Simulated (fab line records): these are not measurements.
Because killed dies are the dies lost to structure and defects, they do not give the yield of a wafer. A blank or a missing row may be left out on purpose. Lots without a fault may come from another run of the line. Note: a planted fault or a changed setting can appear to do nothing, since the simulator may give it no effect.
A lot that was struck, set against a sound lot	flow ritCmos	15 steps out of a route of 202
Sound: these wafers, L456.1, L456.4, L456.5. Wafers struck: L463.3, L463.4, L463.6. The cause comes at the end.
Per side, at each step with rows, come the tool, then ch with its chambers, and then its first start. Under that, the readings that differ: sound wafers	struck wafers	difference of the means	sigmas: that difference in standard deviations of wafers without a fault.
alike: readings with means less than 2 such deviations apart, plus words and numbers identical on both sides. not compared: withheld readings, readings lacking a value on some wafer, bounds such as >300 that could conceal the same value, and numbers that have no deviation in the record and whose values overlap.
A row with sigmas, a row that says differs or no value, or rows on one side alone: a step with any of these is where the two part. Numbers that don't overlap but have no deviation are shown without sigmas and don't part them. Lack of a reading on every wafer of one side parts them only where that side has two or more wafers.

RIT_CONTACT_CVD_00: deposits SiO2 from TEOS, target thk 400 nm, time 61 s.
  sound on pecvd-01 ch 0,2, day 5 01:59; struck on pecvd-02 ch 0,1, day 6 21:40
  alike: heaterPowerW
RIT_CONTACT_THK_MEAS_01:
  sound on filmMetro-01, day 5 02:02; struck on filmMetro-01, day 6 21:44
  alike: CONTACT_TEOS_THK
then, 6 steps without rows for these wafers: RIT_CONTACT_HMDS_02 (prime time 60 s); RIT_CONTACT_COAT_03 (resist thk 1000 nm); RIT_CONTACT_SOFTBAKE_04 (time 60 s); RIT_CONTACT_EXPOSE_05 (exposes mask M11, target cd 1000 nm); RIT_CONTACT_PEB_06; RIT_CONTACT_DEVELOP_07 (develop time 123 s).
RIT_CONTACT_CD_MEAS_08 targets a cd of 1000 nm.
  sound on cdSem-02, day 5 03:11; struck on cdSem-01, day 6 22:57
  alike: cdNm
RIT_CONTACT_OVL_MEAS_09:
  sound on overlay-01, day 5 03:18; struck on overlay-02, day 6 23:02
  alike: CONTACT_OVL
then, 1 step without rows for these wafers: RIT_CONTACT_HARDBAKE_10 (time 60 s).
RIT_CONTACT_ETCH_11: etches SiO2 in CHF3/CF4/Ar, stops on TiSi2, target depth 480 nm, time 320 s.
  sound on rieDiel-03 ch 1,2,3, day 5 03:29; struck on rieDiel-03 ch 1,2, day 6 23:22
  alike: drypumpMotorCurrentA, oesProductAu, throttleValvePct
  not compared: rfHoursCounterH
RIT_CONTACT_STRIP_12: strips in O2, time 180 s.
  sound on plasmaAsher-01 ch 0,1, day 5 03:41; struck on plasmaAsher-02 ch 0,1, day 6 23:37
  no value came back on the struck wafers for chamberPressureMTorr (mTorr), drypumpMotorCurrentA (A), o2FlowSccm (sccm); on the sound wafers chamberPressureMTorr (mTorr) reads 3997 4006 3997
reading	sound	struck	difference	sigmas
model.NOVOLAK_of_CONTACT_COAT_03.thkNm (nm)	0 0 0	765.9 766.6 766.7	+766.4	
  not compared: rfHoursCounterH
RIT_CONTACT_CD_MEAS_90 targets a cd of 1000 nm.
  sound on cdSem-02, day 5 03:52; struck on cdSem-02, day 6 23:46
  alike: cdNm
RIT_M1_PROBE_99:
  sound on prober-01, day 5 09:01; struck on prober-02, day 7 04:36
reading	sound	struck	difference	sigmas
hold	- - -	awaitDispo/5.4h/scrap awaitDispo/5.4h/scrap awaitDispo/5.4h/scrap	no value on the sound wafers	
killed_at_M0_to_M3	0 0 0	262 259 257	+259	+99 or more
killedDies	5 7 11	264 264 264	+256	+92
killedOnRim	1 2 3	70 70 70	+68	+57
  alike: killedAtFrontEnd, killedOpen, killedShort

## WHERE THEY PART
Earliest at RIT_CONTACT_STRIP_12; latest, in this record, at RIT_M1_PROBE_99.

WHY: whatever the simulator had introduced
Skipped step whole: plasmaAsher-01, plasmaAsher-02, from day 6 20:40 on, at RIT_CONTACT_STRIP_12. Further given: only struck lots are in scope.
